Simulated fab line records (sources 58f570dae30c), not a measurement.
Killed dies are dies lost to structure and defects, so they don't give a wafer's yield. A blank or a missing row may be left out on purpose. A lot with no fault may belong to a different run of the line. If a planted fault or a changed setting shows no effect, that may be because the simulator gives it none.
Problem report in the 8D (eight disciplines) form, filled by code | flow berkeley cmos170 | the parts of the form that need people (team, actions taken, sign-off) are left out

1. PROBLEM STATEMENT
strip time to endpoint s at UCB170_ACTIVE_STRIP_16 reads a mean of 16.34 s on 9 wafers of 3 lots; wafers without a fault read 18.15 s with a standard deviation of 0.082. That is -22 standard deviations from the usual mean.
The step: strips in O2.
The first sign was on wafer L905.1 at day 5 14:41, on plasma asher-04. The record holds 45 wafers of 15 lots with a number at this step. The rule behind "out" and "out of limits": a value lying over 4 standard deviations away from the usual mean. The rest of the wafers with a number are treated as sound.

2. WHAT IT IS AND WHAT IT IS NOT
question                    | is                               | is not
which readings at this step | strip time to endpoint s         | drypump motor current A, oes product au
which lots                  | L905, L906, L907                 | L898, L899, L902, L904, L909, L914, L915, L916, L918, L919, L920, L921
which wafers of those lots  | all that have a number           | -
read on which tools         | plasma asher-01, plasma asher-04 | plasma asher-02
when                        | from day 5 14:41                 | up to then (12 sound wafers); but 24 sound wafers of L909, L914, L915, L916, L918, L919, L920, L921 came after

3. THE SUSPECTS, EACH WITH WHAT RULES IT OUT
Counting: any tool at a process step up to the reading is kept as a suspect provided that every lot that is out went through it and no sound lot did after the first of them.
- rie diel-02 at UCB170_ACTIVE_ETCH_15 (etches Si3N4 in CH3F/Ar/O2, stops on SiO2, target depth 242 nm, time 151 s): ruled out as a lasting fault. Following L905 (day 5 14:32), the first lot on it that is out, the sound lots L919, L921 were run on it.
Left after counting: nothing in the record.

4. THE CAUSE (what the simulator had put in)
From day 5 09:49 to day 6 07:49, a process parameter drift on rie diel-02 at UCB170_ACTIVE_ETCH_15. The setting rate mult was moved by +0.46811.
The count ruled it out by mistake, since the rule takes a fault to strike every lot its tool runs from the start of the fault on, and this one did not do so.

5. SEQUENCE OF EFFECTS, ordered by route
Each row: a reading where the mean over the struck wafers with a number is more than 3 standard deviations away from the usual. Scope: only readings with a usual standard deviation given in the record; hours: median across lots of the time from each lot's start at the first step in this table that gives one to its start at this step; sigmas: change in usual standard deviations.
hours | step                   | reading                  | usual   | on struck wafers | change | sigmas
0     | UCB170_ACTIVE_STRIP_16 | strip time to endpoint s | 18.15 s | 16.34            | -1.81  | -22
Its process steps:
- UCB170_ACTIVE_STRIP_16: strips in O2.

6. WHAT WOULD HAVE CAUGHT IT SOONER
5 hours passed between the start of the fault at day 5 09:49 and the first reading out of limits in this record, taken at day 5 14:41.
An alarm limit of 4 standard deviations would not have fired on the tool readings at UCB170_ACTIVE_ETCH_15 for which the record gives a usual standard deviation, since none of them was out on any struck wafer.
